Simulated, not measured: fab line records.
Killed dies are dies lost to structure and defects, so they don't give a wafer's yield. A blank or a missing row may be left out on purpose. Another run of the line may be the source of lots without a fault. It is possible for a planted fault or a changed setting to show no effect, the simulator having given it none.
What tool caused it? || flow berkeley-cmos170 || 42 wafers from 14 lots sampled at 3 of the route's 331 steps

== WHAT EACH GAUGE READ, for each wafer ==
UCB170_M1_CD_MEAS_90: target cd 700 nm.
{"lot": "L321", "measured": "day 8 08:24", "on": "cd-sem-02", "cd-nm (nm)": "700.2 700.9 701.4"}
{"lot": "L320", "measured": "day 8 09:17", "on": "cd-sem-02", "cd-nm (nm)": "705.8 700.8 704.6"}
{"lot": "L319", "measured": "day 8 13:52", "on": "cd-sem-01", "cd-nm (nm)": "696.9 699.1 700.5"}
{"lot": "L324", "measured": "day 9 09:08", "on": "cd-sem-01", "cd-nm (nm)": "706.0 701.8 699.9"}
{"lot": "L322", "measured": "day 9 11:07", "on": "cd-sem-01", "cd-nm (nm)": "701.6 702.4 700.4"}
{"lot": "L323", "measured": "day 9 11:11", "on": "cd-sem-02", "cd-nm (nm)": "701.3 697.6 699.4"}
{"lot": "L329", "measured": "day 9 22:28", "on": "cd-sem-01", "cd-nm (nm)": "696.6 699.2 697.9"}
{"lot": "L326", "measured": "day 9 22:35", "on": "cd-sem-02", "cd-nm (nm)": "698.7 702.2 697.1"}
{"lot": "L330", "measured": "day 9 23:30", "on": "cd-sem-01", "cd-nm (nm)": "701.9 703.0 705.0"}
{"lot": "L333", "measured": "day 11 02:43", "on": "cd-sem-02", "cd-nm (nm)": "699.6 697.3 698.3"}
{"lot": "L335", "measured": "day 11 17:40", "on": "cd-sem-02", "cd-nm (nm)": "686.1 689.1 687.8"}
{"lot": "L337", "measured": "day 12 05:59", "on": "cd-sem-02", "cd-nm (nm)": "686.2 686.4 686.0"}
{"lot": "L339", "measured": "day 12 06:36", "on": "cd-sem-02", "cd-nm (nm)": "701.0 697.6 696.0"}
{"lot": "L340", "measured": "day 12 07:11", "on": "cd-sem-02", "cd-nm (nm)": "699.6 698.8 701.7"}

== TOOL THAT RAN EACH LOT (tool first, then ch and the chambers of the sampled wafers, then the start) ==
{"lot": "L321", "UCB170_M1_METAL_ETCH_12": "rie-metal-03 ch 0,1, day 8 08:09", "UCB170_M1_STRIP_13": "plasma-asher-03 ch 0,1, day 8 08:17"}
{"lot": "L320", "UCB170_M1_METAL_ETCH_12": "rie-metal-02 ch 0,1, day 8 09:02", "UCB170_M1_STRIP_13": "plasma-asher-02 ch 0,1, day 8 09:10"}
{"lot": "L319", "UCB170_M1_METAL_ETCH_12": "rie-metal-03 ch 0,1, day 8 13:38", "UCB170_M1_STRIP_13": "plasma-asher-02 ch 0,1, day 8 13:45"}
{"lot": "L324", "UCB170_M1_METAL_ETCH_12": "rie-metal-02 ch 0,1, day 9 08:54", "UCB170_M1_STRIP_13": "plasma-asher-02 ch 0,1, day 9 09:01"}
{"lot": "L322", "UCB170_M1_METAL_ETCH_12": "rie-metal-04 ch 0,1, day 9 10:52", "UCB170_M1_STRIP_13": "plasma-asher-02 ch 0,1, day 9 10:59"}
{"lot": "L323", "UCB170_M1_METAL_ETCH_12": "rie-metal-03 ch 0,1, day 9 10:56", "UCB170_M1_STRIP_13": "plasma-asher-03 ch 0,1, day 9 11:05"}
{"lot": "L329", "UCB170_M1_METAL_ETCH_12": "rie-metal-03 ch 0,1, day 9 22:10", "UCB170_M1_STRIP_13": "plasma-asher-02 ch 0,1, day 9 22:17"}
{"lot": "L326", "UCB170_M1_METAL_ETCH_12": "rie-metal-02 ch 0,1, day 9 22:21", "UCB170_M1_STRIP_13": "plasma-asher-01 ch 0,1, day 9 22:29"}
{"lot": "L330", "UCB170_M1_METAL_ETCH_12": "rie-metal-02 ch 0,1, day 9 23:15", "UCB170_M1_STRIP_13": "plasma-asher-03 ch 0,1, day 9 23:23"}
{"lot": "L333", "UCB170_M1_METAL_ETCH_12": "rie-metal-03 ch 0,1, day 11 02:28", "UCB170_M1_STRIP_13": "plasma-asher-02 ch 0,1, day 11 02:37"}
{"lot": "L335", "UCB170_M1_METAL_ETCH_12": "rie-metal-03 ch 0, day 11 17:26", "UCB170_M1_STRIP_13": "plasma-asher-02 ch 0, day 11 17:34"}
{"lot": "L337", "UCB170_M1_METAL_ETCH_12": "rie-metal-03 ch 0,1, day 12 05:44", "UCB170_M1_STRIP_13": "plasma-asher-03 ch 1, day 12 05:52"}
{"lot": "L339", "UCB170_M1_METAL_ETCH_12": "rie-metal-02 ch 0,1, day 12 06:22", "UCB170_M1_STRIP_13": "plasma-asher-03 ch 0,1, day 12 06:30"}
{"lot": "L340", "UCB170_M1_METAL_ETCH_12": "rie-metal-04 ch 0,1, day 12 06:58", "UCB170_M1_STRIP_13": "plasma-asher-03 ch 0,1, day 12 07:05"}
- UCB170_M1_METAL_ETCH_12: etches Al in Cl2/BCl3, stops on PSG, target depth 780 nm, time 130 s.
- UCB170_M1_STRIP_13: strips in O2.

== WHAT THE TOOLS THEMSELVES READ (means of the sampled wafers that have a number; where no wafer has one, the mark that the record gives instead) ==
UCB170_M1_METAL_ETCH_12.
{"lot": "L321", "tool": "rie-metal-03", "drypump-motor-current-A (A)": 5.7, "oes-product-au (a.u.)": 0.851, "throttle-valve-pct (%)": 24.34}
{"lot": "L320", "tool": "rie-metal-02", "drypump-motor-current-A (A)": 5.6, "oes-product-au (a.u.)": 0.869, "throttle-valve-pct (%)": 24.36}
{"lot": "L319", "tool": "rie-metal-03", "drypump-motor-current-A (A)": 5.7, "oes-product-au (a.u.)": 0.859, "throttle-valve-pct (%)": 24.33}
{"lot": "L324", "tool": "rie-metal-02", "drypump-motor-current-A (A)": 5.5, "oes-product-au (a.u.)": 0.863, "throttle-valve-pct (%)": 24.41}
{"lot": "L322", "tool": "rie-metal-04", "drypump-motor-current-A (A)": 6.1, "oes-product-au (a.u.)": 0.851, "throttle-valve-pct (%)": 24.10}
{"lot": "L323", "tool": "rie-metal-03", "drypump-motor-current-A (A)": 5.7, "oes-product-au (a.u.)": 0.841, "throttle-valve-pct (%)": 24.34}
{"lot": "L329", "tool": "rie-metal-03", "drypump-motor-current-A (A)": 5.9, "oes-product-au (a.u.)": 0.844, "throttle-valve-pct (%)": 24.39}
{"lot": "L326", "tool": "rie-metal-02", "drypump-motor-current-A (A)": 5.5, "oes-product-au (a.u.)": 0.868, "throttle-valve-pct (%)": 24.41}
{"lot": "L330", "tool": "rie-metal-02", "drypump-motor-current-A (A)": 5.5, "oes-product-au (a.u.)": 0.871, "throttle-valve-pct (%)": 24.41}
{"lot": "L333", "tool": "rie-metal-03", "drypump-motor-current-A (A)": 5.7, "oes-product-au (a.u.)": 0.857, "throttle-valve-pct (%)": 24.33}
{"lot": "L335", "tool": "rie-metal-03", "drypump-motor-current-A (A)": 6.2, "oes-product-au (a.u.)": 0.852, "throttle-valve-pct (%)": 24.45}
{"lot": "L337", "tool": "rie-metal-03", "drypump-motor-current-A (A)": 5.9, "oes-product-au (a.u.)": 0.846, "throttle-valve-pct (%)": 24.41}
{"lot": "L339", "tool": "rie-metal-02", "drypump-motor-current-A (A)": 5.5, "oes-product-au (a.u.)": 0.875, "throttle-valve-pct (%)": 24.40}
{"lot": "L340", "tool": "rie-metal-04", "drypump-motor-current-A (A)": 6.2, "oes-product-au (a.u.)": 0.851, "throttle-valve-pct (%)": 24.11}

UCB170_M1_STRIP_13.
{"lot": "L321", "tool": "plasma-asher-03", "drypump-motor-current-A (A)": 5.8, "o2-flow-sccm (sccm)": 400.2, "oes-product-au (a.u.)": 0.722}
{"lot": "L320", "tool": "plasma-asher-02", "drypump-motor-current-A (A)": 6.3, "o2-flow-sccm (sccm)": 399.7, "oes-product-au (a.u.)": 0.719}
{"lot": "L319", "tool": "plasma-asher-02", "drypump-motor-current-A (A)": 6.0, "o2-flow-sccm (sccm)": 400.2, "oes-product-au (a.u.)": 0.723}
{"lot": "L324", "tool": "plasma-asher-02", "drypump-motor-current-A (A)": 6.3, "o2-flow-sccm (sccm)": 401.2, "oes-product-au (a.u.)": 0.720}
{"lot": "L322", "tool": "plasma-asher-02", "drypump-motor-current-A (A)": 6.3, "o2-flow-sccm (sccm)": 399.4, "oes-product-au (a.u.)": 0.719}
{"lot": "L323", "tool": "plasma-asher-03", "drypump-motor-current-A (A)": 5.8, "o2-flow-sccm (sccm)": 400.0, "oes-product-au (a.u.)": 0.719}
{"lot": "L329", "tool": "plasma-asher-02", "drypump-motor-current-A (A)": 6.3, "o2-flow-sccm (sccm)": 399.8, "oes-product-au (a.u.)": 0.720}
{"lot": "L326", "tool": "plasma-asher-01", "drypump-motor-current-A (A)": 6.2, "o2-flow-sccm (sccm)": 399.8, "oes-product-au (a.u.)": 0.716}
{"lot": "L330", "tool": "plasma-asher-03", "drypump-motor-current-A (A)": 5.8, "o2-flow-sccm (sccm)": 399.0, "oes-product-au (a.u.)": 0.722}
{"lot": "L333", "tool": "plasma-asher-02", "drypump-motor-current-A (A)": 6.3, "o2-flow-sccm (sccm)": 398.8, "oes-product-au (a.u.)": 0.720}
{"lot": "L335", "tool": "plasma-asher-02", "drypump-motor-current-A (A)": 5.6, "o2-flow-sccm (sccm)": 399.3, "oes-product-au (a.u.)": 0.598}
{"lot": "L337", "tool": "plasma-asher-03", "drypump-motor-current-A (A)": 5.8, "o2-flow-sccm (sccm)": 399.7, "oes-product-au (a.u.)": 0.592}
{"lot": "L339", "tool": "plasma-asher-03", "drypump-motor-current-A (A)": 5.8, "o2-flow-sccm (sccm)": 399.8, "oes-product-au (a.u.)": 0.716}
{"lot": "L340", "tool": "plasma-asher-03", "drypump-motor-current-A (A)": 5.8, "o2-flow-sccm (sccm)": 399.3, "oes-product-au (a.u.)": 0.723}

== THE ANSWER, worked out from the rows above alone ==
Rule: what is usual is taken from the lots themselves. Put in order of their means at a reading, lots are off if they are a third of the lots or fewer, leave a main group of 4 or more, and stand apart from it by a gap of 3 or more times the standard deviation of the main group's means; of several such gaps the widest counts. A main group whose means are all the same, to the digits that the tables above print for the reading, isn't used. A lot without any number at a reading at which 4 lots or more have one is off too. Any other lot the step has rows for is counted as sound. The gauges are gone through in route order, then the tools' own readings, and for those a lot's mean is taken as printed above. The first step at which some lot is off is used, and at that step the reading that is off furthest; a lot without a number counts as furthest.
Off at UCB170_M1_CD_MEAS_90 (cd-nm): L335, L337. Mean 700.3 nm and standard deviation 1.9 in the main group.
A tool fits if, at a process step before that reading, it ran every lot that is off, and no sound lot after the first of them. Not tried: the gauges at UCB170_M1_CD_MEAS_90; whatever is off there is also off at UCB170_M1_STRIP_13, on other tools, and gauge error can't account for it. One fits: rie-metal-03 at UCB170_M1_METAL_ETCH_12. A fault onset in the window from L333 (day 11 02:28, its last sound lot) to L335 (day 11 17:26, its first lot off) fits.

== WHAT WAS PUT IN BY THE SIMULATOR ==
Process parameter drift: rie-metal-03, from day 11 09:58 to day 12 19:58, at UCB170_M1_METAL_ETCH_12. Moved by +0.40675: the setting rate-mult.
Shown lots that were struck: L335, L337. The rule above found the same.
